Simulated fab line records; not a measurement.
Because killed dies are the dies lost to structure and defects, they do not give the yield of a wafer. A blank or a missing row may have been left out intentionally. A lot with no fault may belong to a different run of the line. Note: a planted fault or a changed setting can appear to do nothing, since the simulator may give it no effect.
Problem report, 8D (eight disciplines) form, completed by code / flow rit-cmos / the parts of the form that need people (team, actions taken, sign-off) are left out

== 1. WHAT WENT WRONG ==
At RIT_CONTACT_COAT_03, spin-speed-rpm averages 3492.9 rpm over 6 wafers from 2 lots, while fault-free wafers read 3249.5 rpm, standard deviation 2. That is +99 or more standard deviations from the usual mean.
The step: resist thk 1000 nm.
Seen first at day 5 01:34 on litho-track-04, wafer L743.2. Wafers with a number at this step in the record: 42, from 14 lots. Rule for "out", or "out of limits": more than 4 standard deviations from the usual mean. The other wafers with a number count as sound.

== 2. WHAT THIS IS AND IS NOT ==
question=which readings at this step | is=spin-speed-rpm | is not=chill-plate-temp-C
question=which lots | is=L743, L748 | is not=L734, L735, L738, L741, L746, L749, L750, L751, L752, L753, L756, L757
question=which wafers of those lots | is=all that have a number | is not=-
question=read on which tools | is=litho-track-04 | is not=litho-track-01, litho-track-02
question=when | is=from day 5 01:34 | is not=up to then (12 sound wafers); but 24 sound wafers of L746, L749, L750, L751, L752, L753, L756, L757 came after

== 3. THE SUSPECTS, EACH WITH WHAT RULES IT OUT ==
Counting: any tool at a process step up to the reading is kept as a suspect provided that every lot that is out went through it and no sound lot did after the first of them.
- litho-track-04 at RIT_CONTACT_COAT_03 (resist thk 1000 nm): kept. Every lot that is out went through it, starting with L743 (day 5 01:34), and after that it ran no sound lot; the last sound lot it ran before then is L738 (day 4 02:26). Its own spin-speed-rpm readings are out on those wafers.
Left after counting: litho-track-04 at RIT_CONTACT_COAT_03.

== 4. THE CAUSE (what the simulator had put in) ==
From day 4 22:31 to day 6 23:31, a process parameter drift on litho-track-04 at RIT_CONTACT_COAT_03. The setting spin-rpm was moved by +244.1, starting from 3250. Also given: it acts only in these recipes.
Counting left only this tool.

== 5. THE EFFECT CHAIN, in route order ==
One row per reading whose mean, taken over the struck wafers that have a number, lies over 3 standard deviations from the usual. Only readings whose record carries a usual standard deviation are examined. hours: median over the lots of the time between each lot's start at the first step of this table that gives one and its start at this step. sigmas: the change, counted in usual standard deviations.
hours=0; step=RIT_CONTACT_COAT_03; reading=spin-speed-rpm; usual=3249.5 rpm; on struck wafers=3492.9; change=+243.4; sigmas=+99 or more
Here are the process steps it includes:
- RIT_CONTACT_COAT_03: resist thk 1000 nm.

== 6. HOW IT WOULD HAVE BEEN CAUGHT EARLIER ==
In this record no reading fell out of limits until day 5 01:34, 3 hours after the fault had begun at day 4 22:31.
